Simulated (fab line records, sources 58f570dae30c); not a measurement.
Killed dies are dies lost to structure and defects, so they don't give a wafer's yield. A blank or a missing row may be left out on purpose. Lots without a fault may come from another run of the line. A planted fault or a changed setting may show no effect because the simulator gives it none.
Which tool did it? | flow berkeley_cmos170 | 16 lots, 48 wafers sampled, at 4 steps of a route of 331

WHAT THE GAUGES READ, wafer by wafer
UCB170_PSD_CD_MEAS_06: target cd 1200 nm. Usual: cd_nm 1200.0 nm, standard deviation 1.5.
lot  | measured     | on        | cd_nm (nm)           | flag
L512 | day 6 07:56  | cd_sem-01 | 1201.4 1201.3 1200.8 |
L513 | day 6 17:22  | cd_sem-02 | 1199.6 1199.4 1199.6 |
L514 | day 6 15:58  | cd_sem-02 | 1202.1 1200.6 1201.6 |
L515 | day 6 22:36  | cd_sem-01 | 1201.8 1201.7 1203.3 |
L516 | day 6 22:19  | cd_sem-01 | 1200.8 1200.9 1199.1 |
L517 | day 6 22:28  | cd_sem-02 | 1199.0 1199.8 1200.1 |
L522 | day 8 23:17  | cd_sem-01 | 1198.5 1199.8 1199.2 |
L523 | day 8 23:32  | cd_sem-02 | 1199.4 1197.7 1197.8 |
L525 | day 9 16:28  | cd_sem-02 | 1199.7 1198.3 1199.1 |
L526 | day 9 16:35  | cd_sem-01 | 1201.5 1202.3 1201.7 |
L528 | day 10 13:04 | cd_sem-01 | 1199.8 1199.2 1197.8 |
L530 | day 10 12:51 | cd_sem-01 | 1201.1 1201.8 1202.0 |
L531 | day 11 06:58 | cd_sem-01 | 1199.4 1197.4 1197.2 |
L532 | day 11 06:43 | cd_sem-01 | 1201.8 1201.2 1200.8 |
L533 | day 11 06:50 | cd_sem-01 | 1198.2 1199.2 1198.5 |
L535 | day 12 12:08 | cd_sem-01 | 1200.2 1200.4 1200.8 |

WHICH TOOL RAN EACH LOT (tool, then ch and the chambers of the sampled wafers, then the start)
lot  | UCB170_ZERO_EXPOSE_03            | UCB170_PWELL_STRIP_16               | UCB170_NVT_STRIP_08
L512 | krf_scanner-02 ch 0, day 1 17:40 | plasma_asher-03 ch 0,1, day 2 20:34 | plasma_asher-04 ch 0,1, day 5 11:29
L513 | krf_scanner-02 ch 0, day 2 01:52 | plasma_asher-02 ch 0,1, day 3 06:26 | plasma_asher-04 ch 0,1, day 5 17:26
L514 | krf_scanner-02 ch 0, day 2 06:16 | plasma_asher-02 ch 0,1, day 3 06:55 | plasma_asher-01 ch 0,1, day 5 17:41
L515 | krf_scanner-02 ch 0, day 2 07:38 | plasma_asher-02 ch 0, day 3 10:01   | plasma_asher-01 ch 0,1, day 5 21:28
L516 | krf_scanner-01 ch 0, day 2 13:47 | plasma_asher-03 ch 1, day 3 17:24   | plasma_asher-04 ch 0,1, day 5 21:35
L517 | krf_scanner-01 ch 0, day 2 16:15 | plasma_asher-02 ch 0,1, day 3 17:25 | plasma_asher-02 ch 0,1, day 5 21:50
L522 | krf_scanner-02 ch 0, day 3 20:13 | plasma_asher-04 ch 0,1, day 5 00:20 | plasma_asher-01 ch 0,1, day 7 12:59
L523 | krf_scanner-02 ch 0, day 4 03:13 | plasma_asher-04 ch 0,1, day 5 07:18 | plasma_asher-01 ch 0,1, day 7 18:26
L525 | krf_scanner-02 ch 0, day 4 13:37 | plasma_asher-02 ch 0,1, day 5 17:22 | plasma_asher-02 ch 0,1, day 8 08:26
L526 | krf_scanner-02 ch 0, day 4 16:26 | plasma_asher-02 ch 0,1, day 5 17:16 | plasma_asher-01 ch 0,1, day 8 08:20
L528 | krf_scanner-01 ch 0, day 5 03:57 | plasma_asher-04 ch 0,1, day 6 15:44 | plasma_asher-01 ch 0,1, day 9 10:38
L530 | krf_scanner-01 ch 0, day 5 12:21 | plasma_asher-02 ch 0,1, day 6 15:30 | plasma_asher-02 ch 0,1, day 9 11:04
L531 | krf_scanner-01 ch 0, day 5 17:58 | plasma_asher-02 ch 0, day 6 23:01   | plasma_asher-01 ch 0,1, day 9 21:42
L532 | krf_scanner-01 ch 0, day 5 22:07 | plasma_asher-02 ch 0,1, day 7 08:20 | plasma_asher-02 ch 0,1, day 9 21:46
L533 | krf_scanner-01 ch 0, day 6 04:02 | plasma_asher-03 ch 0,1, day 7 14:55 | plasma_asher-02 ch 0,1, day 10 07:37
L535 | krf_scanner-01 ch 0, day 6 12:40 | plasma_asher-02 ch 0,1, day 8 00:56 | plasma_asher-01 ch 0,1, day 11 03:23
- UCB170_ZERO_EXPOSE_03: exposes mask PM MARKS, target cd 4000 nm.
- UCB170_PWELL_STRIP_16: strips in O2.
- UCB170_NVT_STRIP_08: strips in O2.

WHAT THE TOOLS THEMSELVES READ (means of the sampled wafers that have a number; where no wafer has one, the mark that the record gives instead)
UCB170_ZERO_EXPOSE_03. Usual: exposure_dose_mJ_cm2 30.00, standard deviation 0.032; stage_vel_mm_s 500.03 mm/s, standard deviation 0.24.
lot  | tool           | exposure_dose_mJ_cm2 | stage_vel_mm_s (mm/s) | flag
L512 | krf_scanner-02 | 30.04                | 500.10                |
L513 | krf_scanner-02 | 29.96                | 500.43                |
L514 | krf_scanner-02 | 30.01                | 499.84                |
L515 | krf_scanner-02 | 29.99                | 500.13                |
L516 | krf_scanner-01 | 30.03                | 499.70                |
L517 | krf_scanner-01 | 29.96                | 500.01                |
L522 | krf_scanner-02 | 26.01                | 500.32                | OFF
L523 | krf_scanner-02 | 26.07                | 500.16                | OFF
L525 | krf_scanner-02 | 26.03                | 500.15                | OFF
L526 | krf_scanner-02 | 26.07                | 500.29                | OFF
L528 | krf_scanner-01 | 30.00                | 500.00                |
L530 | krf_scanner-01 | 29.98                | 499.59                |
L531 | krf_scanner-01 | 29.97                | 499.80                |
L532 | krf_scanner-01 | 29.99                | 499.98                |
L533 | krf_scanner-01 | 30.03                | 500.25                |
L535 | krf_scanner-01 | 30.04                | 499.91                |

UCB170_PWELL_STRIP_16. Usual: drypump_motor_current_A 5.8 A, standard deviation 0.59; oes_product_au 0.721 a.u., standard deviation 0.005; strip_time_to_endpoint_s 18.07 s, standard deviation 0.11.
lot  | tool            | drypump_motor_current_A (A) | oes_product_au (a.u.) | strip_time_to_endpoint_s (s) | flag
L512 | plasma_asher-03 | 6.0                         | 0.727                 | 18.05                        |
L513 | plasma_asher-02 | 6.1                         | 0.721                 | 18.17                        |
L514 | plasma_asher-02 | 5.7                         | 0.718                 | 18.16                        |
L515 | plasma_asher-02 | 5.3                         | 0.716                 | 18.22                        |
L516 | plasma_asher-03 | 5.7                         | 0.716                 | 18.06                        |
L517 | plasma_asher-02 | 5.7                         | 0.712                 | 17.99                        |
L522 | plasma_asher-04 | 5.4                         | 0.722                 | 18.05                        |
L523 | plasma_asher-04 | 5.4                         | 0.717                 | 18.08                        |
L525 | plasma_asher-02 | 6.1                         | 0.722                 | 18.02                        |
L526 | plasma_asher-02 | 6.1                         | 0.718                 | 18.19                        |
L528 | plasma_asher-04 | 5.4                         | 0.716                 | 18.04                        |
L530 | plasma_asher-02 | 5.7                         | 0.724                 | 18.14                        |
L531 | plasma_asher-02 | 5.3                         | 0.723                 | 18.09                        |
L532 | plasma_asher-02 | 5.7                         | 0.724                 | 18.01                        |
L533 | plasma_asher-03 | 6.0                         | 0.721                 | 18.09                        |
L535 | plasma_asher-02 | 5.7                         | 0.722                 | 18.03                        |

UCB170_NVT_STRIP_08. Usual: drypump_motor_current_A 5.4 A, standard deviation 0.62; oes_product_au 0.734 a.u., standard deviation 0.0047; strip_time_to_endpoint_s 21.61 s, standard deviation 0.067.
lot  | tool            | drypump_motor_current_A (A) | oes_product_au (a.u.) | strip_time_to_endpoint_s (s) | flag
L512 | plasma_asher-04 | 5.9                         | 0.734                 | 21.61                        |
L513 | plasma_asher-04 | 5.4                         | 0.734                 | 21.65                        |
L514 | plasma_asher-01 | 5.0                         | 0.740                 | 21.52                        |
L515 | plasma_asher-01 | 5.0                         | 0.733                 | 21.58                        |
L516 | plasma_asher-04 | 5.9                         | 0.734                 | 21.68                        |
L517 | plasma_asher-02 | 6.1                         | 0.735                 | 21.59                        |
L522 | plasma_asher-01 | 5.0                         | 0.736                 | 21.69                        |
L523 | plasma_asher-01 | 5.0                         | 0.736                 | 21.64                        |
L525 | plasma_asher-02 | 5.7                         | 0.733                 | 21.72                        |
L526 | plasma_asher-01 | 5.0                         | 0.734                 | 21.64                        |
L528 | plasma_asher-01 | 5.0                         | 0.732                 | 21.69                        |
L530 | plasma_asher-02 | 5.7                         | 0.733                 | 21.63                        |
L531 | plasma_asher-01 | 5.0                         | 0.736                 | 21.59                        |
L532 | plasma_asher-02 | 6.1                         | 0.734                 | 21.69                        |
L533 | plasma_asher-02 | 6.1                         | 0.735                 | 21.61                        |
L535 | plasma_asher-01 | 5.0                         | 0.730                 | 21.63                        |

THE ANSWER, worked out from the rows above alone
Rule: a lot is off if the mean of its wafers that have a number lies more than 3 standard deviations from the usual mean. A lot without any number at a reading at which 4 lots or more have one is off too. The other lots that the step has rows for count as sound. The gauges are gone through in route order, then the tools' own readings, and for those a lot's mean is taken as printed above. The first step at which some lot is off is used, and at that step the reading that is off furthest; a lot without a number counts as furthest.
Off: L522, L523, L525, L526, at UCB170_ZERO_EXPOSE_03 (exposure_dose_mJ_cm2).
A tool fits if, at that step or a process step before it, it ran every lot that is off, and no sound lot after the first of them. One fits: krf_scanner-02 at UCB170_ZERO_EXPOSE_03. Its last sound lot is L515 (day 2 07:38), its first lot that is off L522 (day 3 20:13): a fault that began between those two fits.
The tool's own readings at UCB170_ZERO_EXPOSE_03 bear it out: on the lots that are off they differ by more than 5 times the standard deviation of the sound lots' means. exposure_dose_mJ_cm2 reads 26.05 there against 30.00 on the sound lots.

WHAT THE SIMULATOR HAD PUT IN
Process parameter drift: krf_scanner-02, from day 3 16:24 on, at UCB170_ZERO_EXPOSE_03. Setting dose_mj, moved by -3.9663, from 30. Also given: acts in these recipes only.
Lots struck among those shown: L522, L523, L525, L526. The rule above found the same.
